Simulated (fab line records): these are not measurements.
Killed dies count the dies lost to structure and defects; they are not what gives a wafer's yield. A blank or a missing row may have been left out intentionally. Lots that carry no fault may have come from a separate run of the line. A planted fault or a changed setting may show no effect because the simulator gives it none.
fab line records    flow berkeley_cmos170    part 1 of 2: steps 1 to 30 of 43
record lots=5  wafers=15  last_day=12
route steps=331 shown ACTIVE@63 PFIELD@79 FIELD@89 SACOX@97 SCREENOX@100 NVT@104
lots with no fault: from the same line, run without faults
start_h: start of the lot's first displayed wafer, in hours after the record's first day    wait_h: time in hours since the lot's previous step    " unchanged from the row above    L1.1+2: one row covering several wafers at once    - no value present, or no start provided    * or withheld: withheld    < > ~ a bound
route shown NAME@n: names a module that has steps shown in the file, with the first one's number in the route    usual: the fault-free wafers' mean and standard deviation    same: alike in all rows    chamber/n: place in a boat    sites: per-site readings    _std_site: standard deviation of those values    _edge_site: outer sites' mean less inner sites'    radius_mm: how far each site lies from the wafer's centre    mask NAME#n: copy n    behind: the last tool/chamber to shape the wafer    hold: what put the lot on hold/how long, in hours/how the hold closed    device: transistor that didn't switch, given as n, p or np    end of line: the same wafers' tests at the end of the route    a step without rows: its recipe alone    killed: dies lost to structure and defects at the first sort, not the wafer's yield    map: a wafer's dies, marking killed ones x, the rest . and places with no die _
set.NAME: the run value of the setting; set.NAME@STEP: its run value at that earlier step    model.NAME: the simulator's own value behind a step, which no gauge read
lots at selected steps of the route; one table per step, one row per wafer
services: the hour from which a tool's chamber was out of use, counted from the record's first day as start_h (under 0 if before that day), plus the number of hours and why
## steps
# step UCB170_ACTIVE_THK_MEAS_03
# recipe reads=SiO2_of_ACTIVE_OXIDATION_02
# usual ACTIVE_OXIDE_THK=26.1/0.42
lot.wafer  tool           chamber  start_h  wait_h  ACTIVE_OXIDE_THK[nm]
L076.1     film_metro-04  -        90.40    0.1     26.5
L076.2     "              -        "        "       26.4
L076.5     "              -        "        "       26.3
L075.4     film_metro-02  -        90.43    0.1     26.3
L075.5     "              -        "        "       25.9
L075.6     "              -        "        "       26.3
L078.3     film_metro-04  -        94.65    0.0     25.6
L078.5     "              -        "        "       25.8
L078.6     "              -        "        "       26.1
L096.1     film_metro-03  -        168.45   0.0     25.7
L096.3     "              -        "        "       26.0
L096.6     "              -        "        "       26.2
L095.1     film_metro-04  -        168.51   0.1     26.8
L095.3     "              -        "        "       26.6
L095.6     "              -        "        "       26.6
# step UCB170_ACTIVE_ANNEAL_04
# recipe temp_c=1000  time_s=900  ambient=N2
lot.wafer   tool        chamber  start_h  wait_h
L075.4+5+6  furnace-04  0        91.96    1.5
L076.1+2+5  furnace-04  0        91.96    1.6
L078.3+5+6  furnace-01  0        94.84    0.2
L095.1+3+6  furnace-04  0        171.87   3.3
L096.1+3+6  furnace-04  0        171.87   3.4
# step UCB170_ACTIVE_CVD_05
# recipe material=Si3N4  target_thk_nm=220  temp_c=800  precursor=SiH2Cl2/NH3  time_s=3300  pressure_mtorr=200  sih2cl2_flow_sccm=25  nh3_flow_sccm=75
lot.wafer   tool      chamber  start_h  wait_h
L075.4+5+6  lpcvd-02  0        93.21    0.0
L076.1+2+5  lpcvd-02  0        93.21    0.0
L078.3+5+6  lpcvd-02  1        98.01    1.9
L095.1+3+6  lpcvd-01  1        173.12   0.0
L096.1+3+6  lpcvd-01  1        173.12   0.0
# step UCB170_ACTIVE_THK_MEAS_06
# recipe reads=Si3N4_of_ACTIVE_CVD_05
# usual ACTIVE_NITRIDE_THK=219.3/2.1
lot.wafer  tool           chamber  start_h  wait_h  ACTIVE_NITRIDE_THK[nm]
L076.1     film_metro-02  -        95.19    0.1     217.4
L076.2     "              -        "        "       217.4
L076.5     "              -        "        "       217.1
L075.4     film_metro-04  -        95.22    0.1     220.9
L075.5     "              -        "        "       221.7
L075.6     "              -        "        "       222.7
L078.3     film_metro-04  -        99.95    0.0     219.4
L078.5     "              -        "        "       220.1
L078.6     "              -        "        "       217.1
L095.1     film_metro-03  -        175.04   0.0     217.1
L095.3     "              -        "        "       218.1
L095.6     "              -        "        "       218.1
L096.1     film_metro-03  -        175.10   0.1     218.5
L096.3     "              -        "        "       219.7
L096.6     "              -        "        "       219.4
# step UCB170_ACTIVE_HMDS_07
# recipe prime_time_s=60  prime_temp_c=100
lot.wafer   tool            chamber  start_h  wait_h
L076.1+2+5  litho_track-04  0        96.03    0.8
L075.4+5+6  litho_track-03  0        96.11    0.9
L078.3+5+6  litho_track-03  0        100.04   0.1
L095.1+3+6  litho_track-02  0        175.12   0.1
L096.1+3+6  litho_track-03  0        175.25   0.1
# step UCB170_ACTIVE_COAT_08
# recipe resist=KrF  spin_rpm=1500  resist_thk_nm=900
lot.wafer   tool            chamber  start_h  wait_h
L076.1+2+5  litho_track-04  0        96.18    0.1
L075.4+5+6  litho_track-03  0        96.26    0.1
L078.3+5+6  litho_track-03  0        100.19   0.1
L095.1+3+6  litho_track-02  0        175.27   0.1
L096.1+3+6  litho_track-03  0        175.40   0.1
# step UCB170_ACTIVE_SOFTBAKE_09
# recipe resist=KrF  temp_c=130  time_s=60
# usual plate_temp_C=130.03/0.13
lot.wafer  tool            chamber  start_h  wait_h  plate_temp_C
L076.1     litho_track-04  0        96.33    0.1     130.16
L076.2     "               0        "        "       130.09
L076.5     "               0        "        "       130.13
L075.4     litho_track-03  0        96.41    0.1     129.96
L075.5     "               0        "        "       130.08
L075.6     "               0        "        "       129.96
L078.3     litho_track-03  0        100.34   0.1     130.27
L078.5     "               0        "        "       130.12
L078.6     "               0        "        "       130.19
L095.1     litho_track-02  0        175.42   0.1     130.19
L095.3     "               0        "        "       130.06
L095.6     "               0        "        "       130.22
L096.1     litho_track-03  0        175.55   0.1     130.31
L096.3     "               0        "        "       130.15
L096.6     "               0        "        "       129.96
# step UCB170_ACTIVE_EXPOSE_10
# recipe mask_id=ACTIVE  target_cd_nm=1200  na=0.5  sigma_outer=0.6  source_shape=conventional  dose_mj=20
# usual exposure_dose_mJ_cm2=19.998/0.018
lot.wafer  tool            chamber  start_h  wait_h  mask      exposure_dose_mJ_cm2
L076.1     krf_scanner-01  0        96.61    0.2     ACTIVE#0  20.001
L076.2     "               0        "        "       ACTIVE#0  20.046
L076.5     "               0        "        "       ACTIVE#0  20.029
L075.4     krf_scanner-02  0        96.93    0.5     ACTIVE#0  20.009
L075.5     "               0        "        "       ACTIVE#0  20.012
L075.6     "               0        "        "       ACTIVE#0  20.000
L078.3     krf_scanner-01  0        100.61   0.2     ACTIVE#0  19.980
L078.5     "               0        "        "       ACTIVE#0  19.978
L078.6     "               0        "        "       ACTIVE#0  19.993
L095.1     krf_scanner-01  0        175.57   0.1     ACTIVE#0  20.022
L095.3     "               0        "        "       ACTIVE#0  19.988
L095.6     "               0        "        "       ACTIVE#0  19.982
L096.1     krf_scanner-01  0        176.06   0.5     ACTIVE#0  19.985
L096.3     "               0        "        "       ACTIVE#0  19.993
L096.6     "               0        "        "       ACTIVE#0  19.977
# step UCB170_ACTIVE_PEB_11
# recipe peb_temp_c=130  peb_time_s=withheld  resist=KrF
# usual plate_temp_C=130.02/0.13
lot.wafer  tool            chamber  start_h  wait_h  plate_temp_C
L076.1     litho_track-03  0        97.31    0.7     130.04
L076.2     "               0        "        "       130.06
L076.5     "               0        "        "       130.11
L075.4     litho_track-03  0        97.66    0.7     130.33
L075.5     "               0        "        "       130.26
L075.6     "               0        "        "       130.20
L078.3     litho_track-04  0        100.90   0.3     129.95
L078.5     "               0        "        "       130.04
L078.6     "               0        "        "       130.18
L095.1     litho_track-04  0        176.14   0.6     129.88
L095.3     "               0        "        "       129.83
L095.6     "               0        "        "       130.03
L096.1     litho_track-03  0        176.42   0.3     129.97
L096.3     "               0        "        "       129.89
L096.6     "               0        "        "       130.16
# step UCB170_ACTIVE_DEVELOP_12
# recipe developer=TMAH  develop_time_s=45  resist=KrF  dev_temp_c=21
lot.wafer   tool            chamber  start_h  wait_h
L076.1+2+5  litho_track-03  0        -        -
L075.4+5+6  litho_track-03  0        -        -
L078.3+5+6  litho_track-04  0        -        -
L095.1+3+6  litho_track-04  0        -        -
L096.1+3+6  litho_track-03  0        -        -
# step UCB170_ACTIVE_CD_MEAS_13
# recipe target_cd_nm=1200
# usual cd_nm=1199.8/1.6
lot.wafer  tool       chamber  start_h  wait_h  cd_nm
L076.1     cd_sem-02  -        97.58    -       1202.3
L076.2     "          -        "        "       1201.9
L076.5     "          -        "        "       1201.5
L075.4     cd_sem-01  -        97.92    -       1199.7
L075.5     "          -        "        "       1199.6
L075.6     "          -        "        "       1200.5
L078.3     cd_sem-01  -        101.16   -       1200.4
L078.5     "          -        "        "       1201.6
L078.6     "          -        "        "       1199.6
L095.1     cd_sem-01  -        176.42   -       1201.8
L095.3     "          -        "        "       1201.9
L095.6     "          -        "        "       1199.0
L096.1     cd_sem-02  -        176.70   -       1199.4
L096.3     "          -        "        "       1199.5
L096.6     "          -        "        "       1198.7
# step UCB170_ACTIVE_OVL_MEAS_14
# usual ACTIVE_OVL=4/6
lot.wafer  tool        chamber  start_h  wait_h  ACTIVE_OVL[nm]
L076.1     overlay-02  -        97.70    0.1     6
L076.2     "           -        "        "       8
L076.5     "           -        "        "       3
L075.4     overlay-01  -        97.99    0.1     13
L075.5     "           -        "        "       13
L075.6     "           -        "        "       20
L078.3     overlay-02  -        101.25   0.1     10
L078.5     "           -        "        "       11
L078.6     "           -        "        "       2
L095.1     overlay-02  -        176.54   0.1     6
L095.3     "           -        "        "       8
L095.6     "           -        "        "       -2
L096.1     overlay-02  -        176.82   0.1     1
L096.3     "           -        "        "       0
L096.6     "           -        "        "       8
# step UCB170_ACTIVE_ETCH_15
# recipe chemistry=CH3F/Ar/O2  target=Si3N4  stop_on=SiO2  CH3F_flow_sccm=20  Ar_flow_sccm=50  O2_flow_sccm=7  pressure_mtorr=50  rf_w=450  target_depth_a=2420  over_etch_frac=0.1  time_s=151
# usual drypump_motor_current_A=5.3/0.49  oes_product_au=0.939/0.016  rf_fwd_power_W=448.0/1.4  throttle_valve_pct=8.04/0.096
lot.wafer  tool         chamber  start_h  wait_h  drypump_motor_current_A  oes_product_au  rf_fwd_power_W  rf_hours_counter_h  throttle_valve_pct
L076.1     rie_diel-02  1        97.74    0.0     4.8                      0.945           449.3           145                 7.88
L076.2     "            0        "        "       4.8                      0.947           446.5           140                 8.12
L076.5     "            2        "        "       5.0                      0.932           448.3           -                   8.10
L075.4     rie_diel-03  1        98.01    0.0     5.4                      0.922           446.6           116                 7.88
L075.5     "            2        "        "       5.7                      0.969           451.0           -                   8.06
L075.6     "            3        "        "       6.1                      0.955           447.2           -                   8.10
L078.3     rie_diel-02  3        101.28   0.0     5.0                      0.910           448.2           54                  7.96
L078.5     "            0        "        "       4.9                      0.944           445.8           -                   8.14
L078.6     "            1        "        "       4.8                      0.934           448.1           -                   7.88
L095.1     rie_diel-02  1        176.58   0.0     4.8                      0.948           447.5           149                 7.89
L095.3     "            3        "        "       5.0                      0.896           448.9           58                  7.95
L095.6     "            1        "        "       4.7                      0.945           446.5           -                   7.89
L096.1     rie_diel-03  0        176.85   0.0     5.6                      0.954           447.0           5                   8.27
L096.3     "            3        "        "       6.1                      0.949           445.8           21                  8.10
L096.6     "            1        "        "       5.4                      0.921           449.8           -                   7.89
# step UCB170_ACTIVE_STRIP_16
# recipe chemistry=O2  power_w=400  pressure_mtorr=3500  platen_temp_c=withheld  o2_flow_sccm=400  overash_fraction=0.5
# usual drypump_motor_current_A=5.3/0.6  oes_product_au=0.721/0.0049  strip_time_to_endpoint_s=18.12/0.13
lot.wafer  tool             chamber  start_h  wait_h  drypump_motor_current_A  oes_product_au  rf_hours_counter_h  strip_time_to_endpoint_s
L076.1     plasma_asher-04  0        97.84    0.1     5.7                      0.715           35                  18.02
L076.2     "                1        "        "       6.4                      0.722           35                  18.16
L076.5     "                0        "        "       5.7                      0.718           -                   18.23
L075.4     plasma_asher-01  1        98.15    0.1     4.6                      0.724           -                   18.14
L075.5     "                0        "        "       5.3                      0.719           -                   18.22
L075.6     "                1        "        "       4.6                      0.722           -                   18.36
L078.3     plasma_asher-01  1        101.41   0.1     4.6                      0.727           -                   18.34
L078.5     "                0        "        "       5.3                      0.715           -                   18.23
L078.6     "                1        "        "       4.6                      0.725           -                   17.96
L095.1     plasma_asher-01  1        176.68   0.1     4.6                      0.721           48                  18.03
L095.3     "                1        "        "       4.6                      0.717           -                   18.17
L095.6     "                0        "        "       5.3                      0.713           -                   18.15
L096.1     plasma_asher-03  1        176.95   0.1     4.9                      0.717           37                  18.06
L096.3     "                1        "        "       4.9                      0.716           -                   18.08
L096.6     "                0        "        "       4.9                      0.719           -                   17.95
# step UCB170_ACTIVE_CD_MEAS_90
# recipe target_cd_nm=1200
# usual cd_nm=1199.8/1.6
lot.wafer  tool       chamber  start_h  wait_h  cd_nm
L076.1     cd_sem-01  -        97.98    0.1     1201.5
L076.2     "          -        "        "       1202.2
L076.5     "          -        "        "       1201.2
L075.4     cd_sem-01  -        98.27    0.1     1200.2
L075.5     "          -        "        "       1199.9
L075.6     "          -        "        "       1200.3
L078.3     cd_sem-02  -        101.52   0.1     1200.6
L078.5     "          -        "        "       1201.8
L078.6     "          -        "        "       1199.3
L095.1     cd_sem-02  -        176.82   0.1     1201.6
L095.3     "          -        "        "       1201.9
L095.6     "          -        "        "       1199.2
L096.1     cd_sem-01  -        177.05   0.1     1199.6
L096.3     "          -        "        "       1199.6
L096.6     "          -        "        "       1198.6
# step UCB170_ACTIVE_CLEAN_17
# recipe chemistry=SPM  temp_c=120  time_s=600
lot.wafer   tool          chamber  start_h  wait_h
L075.4+5+6  wet_bench-04  0        99.53    1.2
L076.1+2+5  wet_bench-04  3        99.53    1.5
L078.3+5+6  wet_bench-02  0        104.51   3.0
L095.1+3+6  wet_bench-04  3        176.94   0.1
L096.1+3+6  wet_bench-02  0        177.17   0.1
# step UCB170_PFIELD_HMDS_00
# recipe prime_time_s=60  prime_temp_c=100
lot.wafer   tool            chamber  start_h  wait_h
L076.1+2+5  litho_track-04  0        99.85    0.1
L075.4+5+6  litho_track-01  0        100.23   0.5
L078.3+5+6  litho_track-04  0        104.73   0.1
L095.1+3+6  litho_track-04  0        177.87   0.8
L096.1+3+6  litho_track-04  0        178.32   1.0
# step UCB170_PFIELD_COAT_01
# recipe resist=KrF  spin_rpm=1500  resist_thk_nm=900
lot.wafer   tool            chamber  start_h  wait_h
L076.1+2+5  litho_track-04  0        100.00   0.1
L075.4+5+6  litho_track-01  0        100.38   0.1
L078.3+5+6  litho_track-04  0        104.88   0.1
L095.1+3+6  litho_track-04  0        178.02   0.1
L096.1+3+6  litho_track-04  0        178.47   0.1
# step UCB170_PFIELD_SOFTBAKE_02
# recipe resist=KrF  temp_c=130  time_s=60
# usual plate_temp_C=129.99/0.13
lot.wafer  tool            chamber  start_h  wait_h  plate_temp_C
L076.1     litho_track-04  0        100.15   0.1     130.09
L076.2     "               0        "        "       130.24
L076.5     "               0        "        "       130.08
L075.4     litho_track-01  0        100.53   0.1     130.03
L075.5     "               0        "        "       130.01
L075.6     "               0        "        "       129.86
L078.3     litho_track-04  0        105.03   0.1     130.04
L078.5     "               0        "        "       129.94
L078.6     "               0        "        "       129.89
L095.1     litho_track-04  0        178.17   0.1     129.97
L095.3     "               0        "        "       130.02
L095.6     "               0        "        "       129.93
L096.1     litho_track-04  0        178.62   0.1     130.25
L096.3     "               0        "        "       130.17
L096.6     "               0        "        "       130.04
# step UCB170_PFIELD_EXPOSE_03
# recipe mask_id=PFIELD  na=0.5  sigma_outer=0.6  source_shape=conventional  target_cd_nm=1500  dose_mj=30
# usual exposure_dose_mJ_cm2=30.00/0.034
lot.wafer  tool            chamber  start_h  wait_h  mask      exposure_dose_mJ_cm2
L076.1     krf_scanner-01  0        100.68   0.5     PFIELD#0  30.03
L076.2     "               0        "        "       PFIELD#0  30.02
L076.5     "               0        "        "       PFIELD#0  30.02
L075.4     krf_scanner-02  0        100.98   0.4     PFIELD#0  30.02
L075.5     "               0        "        "       PFIELD#0  30.00
L075.6     "               0        "        "       PFIELD#0  30.00
L078.3     krf_scanner-02  0        105.17   0.1     PFIELD#0  29.96
L078.5     "               0        "        "       PFIELD#0  29.94
L078.6     "               0        "        "       PFIELD#0  30.01
L095.1     krf_scanner-02  0        -        -       PFIELD#0  29.96
L095.3     "               0        "        "       PFIELD#0  29.95
L095.6     "               0        "        "       PFIELD#0  29.98
L096.1     krf_scanner-01  0        178.89   0.2     PFIELD#0  29.97
L096.3     "               0        "        "       PFIELD#0  29.96
L096.6     "               0        "        "       PFIELD#0  29.99
# step UCB170_PFIELD_PEB_04
# recipe peb_temp_c=130  peb_time_s=withheld  resist=KrF
# usual plate_temp_C=130.01/0.12
lot.wafer  tool            chamber  start_h  wait_h  plate_temp_C
L076.1     litho_track-01  0        100.80   0.1     129.98
L076.2     "               0        "        "       129.90
L076.5     "               0        "        "       130.01
L075.4     litho_track-01  0        101.15   0.1     130.05
L075.5     "               0        "        "       130.11
L075.6     "               0        "        "       130.01
L078.3     litho_track-04  0        105.63   0.4     130.29
L078.5     "               0        "        "       130.24
L078.6     "               0        "        "       130.11
L095.1     litho_track-01  0        -        -       130.01
L095.3     "               0        "        "       130.10
L095.6     "               0        "        "       129.99
L096.1     litho_track-01  0        179.85   0.9     129.81
L096.3     "               0        "        "       129.85
L096.6     "               0        "        "       130.00
# step UCB170_PFIELD_DEVELOP_05
# recipe developer=TMAH  develop_time_s=45  resist=KrF  dev_temp_c=21
lot.wafer   tool            chamber  start_h  wait_h
L076.1+2+5  litho_track-01  0        -        -
L075.4+5+6  litho_track-01  0        -        -
L078.3+5+6  litho_track-04  0        -        -
L095.1+3+6  litho_track-01  0        -        -
L096.1+3+6  litho_track-01  0        -        -
# step UCB170_PFIELD_OVL_MEAS_06
# usual PFIELD_OVL=-2/5.2
lot.wafer  tool        chamber  start_h  wait_h  PFIELD_OVL[nm]
L076.1     overlay-01  -        101.08   -       -2
L076.2     "           -        "        "       -5
L076.5     "           -        "        "       -1
L075.4     overlay-02  -        101.37   -       -1
L075.5     "           -        "        "       -2
L075.6     "           -        "        "       2
L078.3     overlay-01  -        105.87   -       8
L078.5     "           -        "        "       4
L078.6     "           -        "        "       7
L095.1     overlay-02  -        179.85   -       -1
L095.3     "           -        "        "       0
L095.6     "           -        "        "       -3
L096.1     overlay-02  -        180.13   -       -2
L096.3     "           -        "        "       -1
L096.6     "           -        "        "       7
# step UCB170_PFIELD_IMPLANT_07
# recipe species=B  dose_cm2=2e+13  energy_kev=80  tilt_deg=7
lot.wafer   tool          chamber  start_h  wait_h
L076.1+2+5  implanter-01  0        101.11   0.0
L075.4+5+6  implanter-03  0        101.46   0.1
L078.3+5+6  implanter-01  0        105.94   0.1
L095.1+3+6  implanter-04  0        179.89   0.0
L096.1+3+6  implanter-03  0        180.16   0.0
# step UCB170_PFIELD_STRIP_08
# recipe chemistry=O2  power_w=400  pressure_mtorr=3500  platen_temp_c=withheld  o2_flow_sccm=400  overash_fraction=0.5
# usual drypump_motor_current_A=5.6/0.54  oes_product_au=0.735/0.0046  strip_time_to_endpoint_s=21.61/0.064
lot.wafer  tool             chamber  start_h  wait_h  drypump_motor_current_A  oes_product_au  rf_hours_counter_h  strip_time_to_endpoint_s
L076.1     plasma_asher-04  1        101.26   0.1     6.4                      0.730           36                  21.62
L076.2     "                0        "        "       5.7                      0.732           36                  21.60
L076.5     "                1        "        "       6.4                      0.729           -                   21.66
L075.4     plasma_asher-03  1        101.57   0.1     4.9                      0.725           -                   21.60
L075.5     "                0        "        "       4.9                      0.730           -                   21.60
L075.6     "                1        "        "       4.9                      0.734           -                   21.55
L078.3     plasma_asher-02  1        106.08   0.1     6.0                      0.733           -                   21.65
L078.5     "                1        "        "       6.0                      0.728           -                   21.59
L078.6     "                0        "        "       5.8                      0.731           -                   21.67
L095.1     plasma_asher-04  0        180.04   0.1     5.7                      0.735           44                  21.70
L095.3     "                1        "        "       6.4                      0.734           -                   21.72
L095.6     "                0        "        "       5.7                      0.743           -                   21.72
L096.1     plasma_asher-04  1        180.31   0.1     6.4                      0.737           44                  21.67
L096.3     "                1        "        "       6.4                      0.734           -                   21.70
L096.6     "                1        "        "       6.4                      0.728           -                   21.59
# step UCB170_PFIELD_TW_MEAS_09
# usual PFIELD_TW=603.6/2.6
lot.wafer  tool           chamber  start_h  wait_h  PFIELD_TW
L076.1     film_metro-02  -        101.36   0.1     604.0
L076.2     "              -        "        "       600.4
L076.5     "              -        "        "       605.4
L075.4     film_metro-02  -        101.67   0.1     605.2
L075.5     "              -        "        "       604.6
L075.6     "              -        "        "       603.1
L078.3     film_metro-02  -        106.16   0.1     602.1
L078.5     "              -        "        "       602.8
L078.6     "              -        "        "       602.1
L095.1     film_metro-02  -        180.14   0.1     607.2
L095.3     "              -        "        "       605.7
L095.6     "              -        "        "       606.7
L096.1     film_metro-03  -        180.41   0.1     608.4
L096.3     "              -        "        "       605.3
L096.6     "              -        "        "       607.2
# step UCB170_FIELD_CLEAN_00
# recipe chemistry=dHF  dilution=25:1  time_s=7.5
lot.wafer   tool          chamber  start_h  wait_h
L076.1+2+5  wet_bench-03  3        101.42   0.1
L075.4+5+6  wet_bench-03  0        101.70   0.0
L078.3+5+6  wet_bench-03  2        106.20   0.0
L095.1+3+6  wet_bench-04  3        183.47   3.3
L096.1+3+6  wet_bench-04  2        183.47   3.0
# step UCB170_FIELD_OXIDATION_01
# recipe temp_c=1000  ambient=H2O  p_h2o_torr=584.62  target_thk_a=5583  ox_time_s=7200
# usual ox_temp_c_max=1005.6/1.1
lot.wafer  tool        chamber  start_h  wait_h  ox_temp_c_max
L075.4     furnace-01  0        102.42   0.7     1003.3
L075.5     "           0        "        "       1005.4
L075.6     "           0        "        "       1004.7
L076.1     furnace-01  0        102.42   1.0     1004.6
L076.2     "           0        "        "       1005.5
L076.5     "           0        "        "       1004.9
L078.3     furnace-04  0        108.83   2.6     1005.0
L078.5     "           0        "        "       1005.1
L078.6     "           0        "        "       1007.7
L095.1     furnace-03  0        183.48   0.0     1005.7
L095.3     "           0        "        "       1006.3
L095.6     "           0        "        "       1007.7
L096.1     furnace-03  0        183.48   0.0     1005.8
L096.3     "           0        "        "       1004.9
L096.6     "           0        "        "       1005.9
# step UCB170_FIELD_THK_MEAS_02
# recipe reads=SiO2_of_FIELD_OXIDATION_01
# usual FIELD_OXIDE_THK=556/9
lot.wafer  tool           chamber  start_h  wait_h  FIELD_OXIDE_THK[nm]
L076.1     film_metro-04  -        105.54   0.1     553
L076.2     "              -        "        "       542
L076.5     "              -        "        "       553
L075.4     film_metro-04  -        105.63   0.2     563
L075.5     "              -        "        "       548
L075.6     "              -        "        "       548
L078.3     film_metro-04  -        111.85   0.0     547
L078.5     "              -        "        "       542
L078.6     "              -        "        "       554
L095.1     film_metro-01  -        186.48   0.0     553
L095.3     "              -        "        "       553
L095.6     "              -        "        "       563
L096.1     film_metro-04  -        186.53   0.1     571
L096.3     "              -        "        "       566
L096.6     "              -        "        "       568
# step UCB170_FIELD_ANNEAL_03
# recipe temp_c=1000  time_s=1200  ambient=N2
lot.wafer   tool        chamber  start_h  wait_h
L075.4+5+6  furnace-04  0        107.50   1.9
L076.1+2+5  furnace-04  0        107.50   1.9
L078.3+5+6  furnace-03  0        115.25   3.4
L095.1+3+6  furnace-04  0        188.65   2.2
L096.1+3+6  furnace-04  0        188.65   2.1
